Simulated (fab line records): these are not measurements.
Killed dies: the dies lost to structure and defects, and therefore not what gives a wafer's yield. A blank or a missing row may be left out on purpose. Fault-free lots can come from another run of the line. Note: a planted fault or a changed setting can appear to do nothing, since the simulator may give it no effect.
Problem report in the 8D (eight disciplines) form, filled by code	flow rit cmos	the parts of the form that need people (team, actions taken, sign-off) are left out

## 1. WHAT WENT WRONG
Mean NSD_RS at RIT_SDANNEAL_RS_MEAS_05: 87.90 ohm/sq over 6 wafers in 2 lots; fault-free wafers: 84.54 ohm/sq, standard deviation 0.26. Measured from the usual mean, that is +13 standard deviations.
The step: measures by four-point-probe.
First observed at day 6 22:59: wafer L123.3, on film metro-03. The record holds 42 wafers of 14 lots with a number at this step. By rule, "out" or "out of limits" means more than 4 standard deviations away from the usual mean. The other wafers with a number count as sound.

## 2. WHAT THIS IS AND IS NOT
question	is	is not
which readings at this step	NSD_RS	-
which lots	L123, L124	L108, L109, L111, L114, L115, L117, L118, L119, L122, L125, L127, L128
which wafers of those lots	all that have a number	-
read on which gauges	film metro-02, film metro-03	film metro-01
when	from day 6 22:59	up to then (27 sound wafers); but 9 sound wafers of L125, L127, L128 came after

## 3. SUSPECTS, AND WHAT RULES EACH OUT
Counting: any tool at a process step up to the reading is kept as a suspect provided that every lot that is out went through it and no sound lot did after the first of them.
- the gauge at RIT_SDANNEAL_RS_MEAS_05: ruled out. Those wafers that are out were read across 2 gauges (film metro-02, film metro-03).
- implanter-03 at RIT_NSD_IMPLANT_08: kept. It processed each lot that is out, first L123 at day 6 20:37, and no sound lot thereafter; up to then, the last sound lot it processed was L122 at day 6 15:14. Its own readings are out on those wafers: dose ions cm2.
Left after counting: implanter-03 at RIT_NSD_IMPLANT_08.

## 4. THE CAUSE (what the simulator had put in)
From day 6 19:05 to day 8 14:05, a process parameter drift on implanter-03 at RIT_NSD_IMPLANT_08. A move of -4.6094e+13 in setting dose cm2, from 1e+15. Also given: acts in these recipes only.
Counting left only this tool.

## 5. THE EFFECT CHAIN, in route order
One row per reading whose mean, taken over the struck wafers that have a number, lies over 3 standard deviations from the usual. Readings are gone through only where the record gives a usual standard deviation; hours: the median, over the lots, of the time from a lot's start at the first step in this table giving one to that lot's start at this step; sigmas: the change measured in usual standard deviations.
hours	step	reading	usual	on struck wafers	change	sigmas
0	RIT_NSD_IMPLANT_08	dose ions cm2	9.999e+14	9.542e+14	-4.575e+13	-42
2	RIT_SDANNEAL_RS_MEAS_05	NSD_RS	84.54 ohm/sq	87.90	+3.36	+13
The process steps in it:
- RIT_NSD_IMPLANT_08

## 6. HOW IT WOULD HAVE BEEN CAUGHT EARLIER
In this record the first reading out of limits at a measuring or inspecting step was taken at day 6 22:59, 4 hours after the fault began at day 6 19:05.
The tool's own readings at RIT_NSD_IMPLANT_08 were out on every struck wafer that the step has a row for (dose ions cm2): an alarm limit on them would have fired on the first of those.
Among the 2 lots that are out, L124 began RIT_NSD_IMPLANT_08 on implanter-03 after day 6 22:59. It would have been spared by a hold on the tool at that moment.
